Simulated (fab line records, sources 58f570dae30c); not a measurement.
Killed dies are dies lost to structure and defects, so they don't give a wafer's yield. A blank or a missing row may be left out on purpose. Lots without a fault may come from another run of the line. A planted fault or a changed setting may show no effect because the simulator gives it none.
Chamber matching | flow berkeley_cmos170 | UCB170_SPACER_ETCHBACK_03 on rie_diel-03: 4 sister chambers
The step etches SiO2 in CHF3/CF4/Ar, stops on Si, target depth 376 nm, time 100 s. 8 wafers are shown with their chamber, then 7 later ones without.

WAFERS WITH THEIR CHAMBER
wafer  | chamber | throttle_valve_pct (%) | oes_product_au (a.u.)
L463.2 | 1       | 6.44                   | 0.897
L463.4 | 2       | 6.64                   | 0.925
L463.5 | 1       | 6.43                   | 0.906
L472.1 | 3       | 6.50                   | 0.894
L472.5 | 3       | 6.48                   | 0.886
L472.6 | 0       | 6.49                   | 0.911
L475.1 | 2       | 6.65                   | 0.901
L475.4 | 0       | 6.49                   | 0.910

WAFERS WITHOUT THEIR CHAMBER
wafer  | throttle_valve_pct (%) | oes_product_au (a.u.)
L475.5 | 6.49                   | 0.887
L479.1 | 6.44                   | 0.893
L479.2 | 6.64                   | 0.889
L479.4 | 6.48                   | 0.891
L478.3 | 6.48                   | 0.909
L478.5 | 6.48                   | 0.906
L478.6 | 6.44                   | 0.900

WHICH CHAMBER EACH WENT THROUGH
wafer  | from the rows above     | in truth
L475.5 | 3                       | 3
L479.1 | 1                       | 1
L479.2 | 2                       | 2
L479.4 | can't be placed: 3 or 0 | 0
L478.3 | can't be placed: 0 or 3 | 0
L478.5 | can't be placed: 0 or 3 | 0
L478.6 | 1                       | 1
Placed correctly: 4 of 7. Can't be placed from these rows: 3 (the true chamber is among the candidates in 3). Placed wrongly: 0.
How it was worked out, from the rows above alone: a wafer's distance from a chamber is the root of the sum, over the readings, of the square of ((its reading less the chamber's mean) divided by the reading's scatter). The wafer belongs to the nearest chamber; if the next one is less than 2 further off, it can't be placed. A chamber's mean is the mean of its shown wafers. The scatter: the root of (the sum of the squares of (reading less its chamber's mean) over the shown wafers, divided by (wafers less chambers)).
